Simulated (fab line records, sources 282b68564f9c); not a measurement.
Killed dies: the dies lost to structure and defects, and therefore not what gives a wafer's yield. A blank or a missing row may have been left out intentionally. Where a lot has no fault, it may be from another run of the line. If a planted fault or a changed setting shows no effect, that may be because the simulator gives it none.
fab line records | flow ritCmos
[record] lots = 5 wafers = 15 lastDay = 8
route steps=202 shown ACTIVE@1 M1@202
lots that met no fault: taken from a fault-free run of the same line
startH: the number of hours between the record's first day and the start of the first shown wafer of the lot | waitH: hours from the lot's prior step to this one | " unchanged from the row above | L1.1+2: one row covering several wafers at once | - no value present, or no start provided | * or withheld: withheld | < > ~ a bound
route shown NAME@n: names a module that has steps shown in the file, with the first one's number in the route | usual: mean and standard deviation over wafers with no fault | same: alike in all rows | chamber/n: place in a boat | sites: per-site readings | _std_site: their standard deviation | _edge_site: the outer-site mean with the inner-site mean subtracted | radiusMm: for every site, how far away it sits from the centre of the wafer | mask NAME#n: copy n | behind: the most recent tool/chamber to have shaped the wafer | hold: why the lot went on hold/how many hours it stayed there/how the hold came to an end | device: whichever transistor did not switch (one of n, p or np) | end of line: tests of these same wafers at the route's end | step lacking rows: just its recipe | killed: at the first sort, the dies lost to defects and structure; wafer yield is something else | map: the dies of a wafer, with x for killed, . for not killed, _ for no die there
set.NAME: setting as actually run; set.NAME@STEP: the setting as run at that earlier step | model.NAME: the simulator's own value behind a step, which no gauge read
lots at selected steps of the route; one table per step, one row per wafer
services: when a tool's chamber went out of use (startH, in hours from the record's first day, below 0 if earlier), for how many hours, and the reason
[[steps]]
[step RIT_ACTIVE_BOW_MEAS_00]
[recipe] mode = bow
[usual] INCOMING_BOW = 0/6.3
// columns lot.wafer tool chamber startH waitH INCOMING_BOW[um]
L816.1 filmMetro-01 - 10.00 - -3
L816.2 " - " " -1
L816.3 " - " " 6
L819.1 filmMetro-02 - 25.00 - -13
L819.4 " - " " 4
L819.5 " - " " 1
L825.1 filmMetro-02 - 55.00 - -2
L825.2 " - " " -2
L825.6 " - " " -5
L837.2 filmMetro-02 - 115.02 - 1
L837.4 " - " " 5
L837.5 " - " " 10
L838.2 filmMetro-04 - 120.02 - 5
L838.3 " - " " -4
L838.6 " - " " 5
[step RIT_ACTIVE_OXIDATION_01]
[recipe] tempC = 1000 ambient = O2 targetThkA = 468 oxTimeS = 3480
[step RIT_ACTIVE_THK_MEAS_02]
[recipe] reads = SiO2_of_ACTIVE_OXIDATION_01
[usual] ACTIVE_OXIDE_THK = 48.1/0.74
// columns lot.wafer tool chamber startH waitH ACTIVE_OXIDE_THK[nm]
L816.1 filmMetro-01 - 14.07 0.0 47.8
L816.2 " - " " 47.7
L816.3 " - " " 48.8
L819.1 filmMetro-01 - 27.05 0.0 48.3
L819.4 " - " " 48.5
L819.5 " - " " 48.0
L825.1 filmMetro-01 - 57.05 0.0 48.3
L825.2 " - " " 47.7
L825.6 " - " " 48.2
L837.2 filmMetro-02 - 118.24 0.0 48.3
L837.4 " - " " 47.3
L837.5 " - " " 48.2
L838.2 filmMetro-02 - 122.22 0.0 47.5
L838.3 " - " " 48.7
L838.6 " - " " 48.9
[step RIT_ACTIVE_CVD_03]
[recipe] material = Si3N4 targetThkNm = 150 tempC = 810 precursor = SiH2Cl2/NH3 timeS = 1500 pressureMtorr = 300 sih2cl2FlowSccm = 60 nh3FlowSccm = 150
[step RIT_ACTIVE_THK_MEAS_04]
[recipe] reads = Si3N4_of_ACTIVE_CVD_03
[usual] ACTIVE_NITRIDE_THK = 149.5/1.4
// columns lot.wafer tool chamber startH waitH ACTIVE_NITRIDE_THK[nm]
L816.1 filmMetro-01 - 16.83 0.0 151.2
L816.2 " - " " 151.7
L816.3 " - " " 151.3
L819.1 filmMetro-04 - 28.53 0.0 150.0
L819.4 " - " " 150.6
L819.5 " - " " 149.6
L825.1 filmMetro-01 - 58.53 0.0 152.1
L825.2 " - " " 150.4
L825.6 " - " " 150.1
L837.2 filmMetro-01 - 119.72 0.0 148.3
L837.4 " - " " 149.5
L837.5 " - " " 149.4
L838.2 filmMetro-01 - 123.70 0.0 149.4
L838.3 " - " " 148.7
L838.6 " - " " 148.9
[step RIT_ACTIVE_HMDS_05]
[recipe] primeTimeS = 60 primeTempC = 140
[step RIT_ACTIVE_COAT_06]
[recipe] resist = NOVOLAK spinRpm = 3250 resistThkNm = 1000
[step RIT_ACTIVE_SOFTBAKE_07]
[recipe] resist = NOVOLAK tempC = 90 timeS = 60
[step RIT_ACTIVE_EXPOSE_08]
[recipe] maskId = M1 na = 0.6 sourceShape = conventional sigmaOuter = 0.6 targetCdNm = 1400 doseMj = 221.4
// columns lot.wafer tool chamber startH waitH mask
L816.1+2+3 ilineStepper-01 0 17.48 0.1 M1#0
L819.1+4+5 ilineStepper-02 0 29.16 0.2 M1#0
L825.1+2+6 ilineStepper-01 0 59.04 0.1 M1_R1#0
L837.2+4+5 ilineStepper-01 0 120.36 0.2 M1#0
L838.2+3+6 ilineStepper-02 0 124.34 0.2 M1#0
[step RIT_ACTIVE_PEB_09]
[recipe] resist = NOVOLAK tempC = withheld timeS = withheld
[step RIT_ACTIVE_DEVELOP_10]
[recipe] resist = NOVOLAK developTimeS = 50 devTempC = 23
[step RIT_ACTIVE_CD_MEAS_11]
[recipe] targetCdNm = 1400
[usual] cdNm = 1399.9/2.1
// columns lot.wafer tool chamber startH waitH cdNm
L816.1 cdSem-02 - 17.88 - 1398.6
L816.2 " - " " 1400.9
L816.3 " - " " 1400.5
L819.1 cdSem-02 - 29.56 - 1401.0
L819.4 " - " " 1403.6
L819.5 " - " " 1401.6
L825.1 cdSem-02 - 59.44 - 1278.4
L825.2 " - " " 1277.9
L825.6 " - " " 1278.7
L837.2 cdSem-01 - 120.76 - 1403.8
L837.4 " - " " 1403.4
L837.5 " - " " 1403.6
L838.2 cdSem-02 - 124.74 - 1399.6
L838.3 " - " " 1402.9
L838.6 " - " " 1401.6
[step RIT_ACTIVE_HARDBAKE_12]
[recipe] resist = NOVOLAK tempC = 140 timeS = 60
[step RIT_ACTIVE_ETCH_13]
[recipe] stopOn = SiO2 chemistry = SF6 target = Si3N4 timeS = 210 overEtchFrac = 0.4 SF6_flow_sccm = 200 pressureMtorr = 260 rfW = 125 targetDepthA = 2100
[usual] drypumpMotorCurrentA = 5.7/0.47 oesProductAu = 0.818/0.012 throttleValvePct = 7.50/0.12
// columns lot.wafer tool chamber startH waitH drypumpMotorCurrentA oesProductAu rfHoursCounterH throttleValvePct model.ACTIVE.cdNm
L816.1 rieDiel-01 3 18.15 0.1 5.7 0.831 21 7.31 1399
L816.2 " 1 " " 5.6 0.808 84 7.38 1401
L816.3 " 2 " " 6.4 0.808 99 7.61 1400
L819.1 rieDiel-02 2 29.83 0.1 5.0 0.834 126 7.44 1401
L819.4 " 1 " " 5.4 0.818 64 7.51 1404
L819.5 " 0 " " 5.0 0.812 - 7.67 1402
L825.1 rieDiel-04 3 59.71 0.1 6.1 0.844 163 7.60 1278
L825.2 " 0 " " 6.5 0.828 75 7.48 1278
L825.6 " 0 " " 6.5 0.821 - 7.47 1279
L837.2 rieDiel-01 0 121.01 0.1 5.9 0.828 43 7.60 1404
L837.4 " 3 " " 5.7 0.817 23 7.29 1404
L837.5 " 0 " " 5.9 0.825 - 7.61 1404
L838.2 rieDiel-01 0 124.99 0.1 5.9 0.823 43 7.60 1399
L838.3 " 2 " " 6.4 0.804 101 7.65 1403
L838.6 " 3 " " 5.8 0.804 - 7.29 1402
[step RIT_ACTIVE_STRIP_14]
[recipe] chemistry = O2 timeS = 180 resist = NOVOLAK platenTempC = withheld powerW = 500 pressureMtorr = 4000 o2FlowSccm = 4000
[usual] drypumpMotorCurrentA = 5.5/0.41
// columns lot.wafer tool chamber startH waitH drypumpMotorCurrentA rfHoursCounterH
L816.1 plasmaAsher-04 0 18.28 0.1 5.2 23
L816.2 " 1 " " 5.3 23
L816.3 " 1 " " 5.4 -
L819.1 plasmaAsher-04 0 29.97 0.1 5.2 25
L819.4 " 1 " " 5.3 -
L819.5 " 1 " " 5.4 -
L825.1 plasmaAsher-01 1 59.84 0.1 5.3 40
L825.2 " 0 " " 5.8 40
L825.6 " 1 " " 5.3 -
L837.2 plasmaAsher-01 1 121.15 0.1 5.3 47
L837.4 " 0 " " 5.8 -
L837.5 " 1 " " 5.3 -
L838.2 plasmaAsher-02 1 125.13 0.1 5.4 1
L838.3 " 1 " " 5.4 -
L838.6 " 0 " " 6.4 -
[step RIT_M1_PROBE_99]
[usual] killedAtFrontEnd = 7/3.3 killedDies = 7/3.2 killedOpen = 3.6/2.2 killedShort = 3.5/2
[same] grossDies = 264 killed_at_M0_to_M3 = 0 killed_at_M4_up = 0 killedAtBackSide = 0 killedAtContacts = 0 killedAtOther = 0
// columns lot.wafer tool chamber startH waitH killedAtFrontEnd killedDies killedOpen killedShort model.etest.nplusSal.widthNm model.etest.pplusSal.widthNm model.etest.nldd.widthNm model.etest.pldd.widthNm model.etest.nmosNarrow.driveUaUm model.etest.pmosNarrow.driveUaUm model.etest.fieldPMetal.vtV model.etest.fieldP.vtV
L816.1 prober-02 - 61.45 0.1 7 7 4 3 3442 3440 3182 3178 218.7 99.52 -28.77 -12.59
L816.2 prober-02 - 61.50 0.1 10 10 6 4 3442 3421 3169 3179 223.7 102.9 -29.57 -12.56
L816.3 prober-02 - 61.55 0.2 7 7 5 2 3421 3422 3156 3143 220.3 100.3 -29.05 -12.52
L819.1 prober-01 - 74.03 0.1 7 7 1 6 3484 3473 3158 3183 223.2 101.8 -29.03 -12.66
L819.4 prober-01 - 74.18 0.2 5 5 3 2 3439 3455 3169 3164 226.3 102.7 -29 -12.62
L819.5 prober-01 - 74.23 0.2 15 15 7 8 3480 3462 3181 3168 231.3 104.7 -28.96 -12.68
L825.1 prober-01 - 102.28 0.1 4 4 2 2 3312 3328 3048 3046 205.6 90.05 -29.32 -12.33
L825.2 prober-01 - 102.33 0.1 9 9 5 4 3325 3318 3060 3048 210.7 93.85 -29.27 -12.36
L825.6 prober-01 - 102.53 0.2 8 8 2 6 3327 3308 3044 3029 206.7 91.03 -28.78 -12.29
L837.2 prober-01 - 189.38 0.1 6 6 6 0 3433 3402 3159 3150 214 95.69 -29.3 -12.66
L837.4 prober-01 - 189.48 0.2 9 9 3 6 3439 3437 3142 3169 214.8 96.66 -29.52 -12.75
L837.5 prober-01 - 189.53 0.2 13 13 6 7 3428 3410 3149 3161 215 96 -29.34 -12.64
L838.2 prober-02 - 191.39 0.1 8 8 5 3 3431 3454 3154 3146 220.2 102.3 -28 -12.41
L838.3 prober-02 - 191.44 0.2 5 5 3 2 3426 3428 3142 3162 212.9 100.2 -28.47 -12.33
L838.6 prober-02 - 191.59 0.2 6 6 3 3 3444 3434 3167 3167 209.5 97.48 -28.63 -12.3
// killed by level:class
L816.1 REOX:geometricParticle:short=2 SPACER:geometricParticle:open=2 FOX2:geometricParticle:open=1 REOX:geometricParticle:open=1 SPACER:geometricParticle:short=1
L816.2 FOX2:geometricParticle:open=2 GATE:geometricParticle:open=2 REOX:geometricParticle:short=2 FOX1:geometricParticle:short=1 GATE:geometricParticle:short=1 REOX:geometricParticle:open=1 SPACER:geometricParticle:open=1
L816.3 REOX:geometricParticle:open=2 SPACER:geometricParticle:short=2 GATE:geometricParticle:open=1 SPACER:geometricParticle:open=1 SILICIDE:geometricParticle:open=1
L819.1 SILICIDE:geometricParticle:short=3 FOX1:geometricParticle:short=1 FOX2:geometricParticle:open=1 GATE:geometricParticle:short=1 REOX:geometricParticle:short=1
L819.4 GATE:geometricParticle:open=1 REOX:geometricParticle:open=1 SPACER:geometricParticle:short=1 SILICIDE:geometricParticle:open=1 SILICIDE:geometricParticle:short=1
L819.5 REOX:geometricParticle:short=4 GATE:geometricParticle:open=3 SILICIDE:geometricParticle:open=3 FOX1:geometricParticle:short=1 GATE:geometricParticle:short=1 REOX:geometricParticle:open=1 SPACER:geometricParticle:short=1 SILICIDE:geometricParticle:short=1
L825.1 FOX1:geometricParticle:short=1 FOX1:geometricParticle:open=1 SPACER:geometricParticle:open=1 SPACER:geometricParticle:short=1
L825.2 SILICIDE:geometricParticle:short=2 SILICIDE:geometricParticle:open=2 FOX1:geometricParticle:short=1 GATE:geometricParticle:open=1 REOX:geometricParticle:open=1 SPACER:geometricParticle:short=1 SPACER:geometricParticle:open=1
L825.6 GATE:geometricParticle:short=3 SPACER:geometricParticle:short=2 FOX2:geometricParticle:short=1 GATE:geometricParticle:open=1 SPACER:geometricParticle:open=1
L837.2 FOX1:geometricParticle:open=2 SPACER:geometricParticle:open=2 GATE:geometricParticle:open=1 REOX:geometricParticle:open=1
L837.4 GATE:geometricParticle:short=2 SILICIDE:geometricParticle:short=2 FOX1:geometricParticle:open=1 GATE:geometricParticle:open=1 REOX:geometricParticle:open=1 REOX:geometricParticle:short=1 SPACER:geometricParticle:short=1
L837.5 FOX1:geometricParticle:short=3 GATE:geometricParticle:open=3 SPACER:geometricParticle:short=2 SILICIDE:geometricParticle:open=2 FOX2:geometricParticle:short=1 REOX:geometricParticle:short=1 REOX:geometricParticle:open=1
L838.2 GATE:geometricParticle:open=5 GATE:geometricParticle:short=2 SILICIDE:geometricParticle:short=1
L838.3 FOX2:geometricParticle:short=2 REOX:geometricParticle:open=2 GATE:geometricParticle:open=1
L838.6 SPACER:geometricParticle:open=2 SPACER:geometricParticle:short=2 FOX1:geometricParticle:short=1 GATE:geometricParticle:open=1
[[services]]
// columns tool chamber startH hours kind
plasmaAsher-01 - -4.60 3.6 repair
plasmaAsher-01 - -1.73 3.8 repair
ilineStepper-02 0 8.42 - calibration
rieDiel-01 0 10.23 9.4 repair
rieDiel-02 0 44.07 6.1 repair
plasmaAsher-02 - 57.74 2.3 repair
rieDiel-04 - 65.71 0.7 repair
ilineStepper-02 - 66.17 2.1 pm
ilineStepper-02 - 68.25 - consumableReplace:lamp
rieDiel-04 3 73.20 16.0 repair
rieDiel-04 0 78.92 4.7 repair
ilineStepper-01 - 83.48 1.7 pm
rieDiel-04 2 86.52 12.9 repair
rieDiel-04 3 99.46 - clean
rieDiel-04 3 99.46 18.5 scheduledDown
rieDiel-04 3 99.46 18.5 ventCycle
ilineStepper-02 - 99.51 1.7 pm
plasmaAsher-02 - 108.75 9.0 pm
plasmaAsher-02 0 108.75 9.0 ventCycle
plasmaAsher-02 1 108.75 9.0 ventCycle
plasmaAsher-02 0 117.75 - clean
plasmaAsher-02 1 117.75 - clean
rieDiel-04 2 118.29 - clean
rieDiel-04 2 118.29 17.4 scheduledDown
[[key]]
[firstSign] step = RIT_ACTIVE_EXPOSE_08 reading = mask direction = changed
[effect] step = RIT_ACTIVE_CD_MEAS_11 reading = cdNm direction = down sigmas = 59 usual = 1399.9 struck = 1278.3
[modelEffect] step = RIT_ACTIVE_ETCH_13 value = ACTIVE.cdNm without = 1398 struck = 1278
[modelEffect] step = RIT_M1_PROBE_99 value = etest.nplusSal.widthNm without = 3442 struck = 3322
metAt RIT_ACTIVE_EXPOSE_08
struckWafers L825.1,L825.2,L825.6
testerLeftOut L825
onsetBetween 17.48 59.04
[fault] kind = wrongMask tool = any chamber = - onsetH = 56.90 steps = RIT_ACTIVE_EXPOSE_08 auxCopy = M1_R1#0 cdOffsetNm = -120 scope = struckLotsOnly
// testerLeftOut: of these lots the tester's yield and bins aren't shown, on N5 and GAA mostly nor the transistor test; their killed dies are dies lost to structure and defects alone, not to doping, threshold or leakage, so they don't give the yield
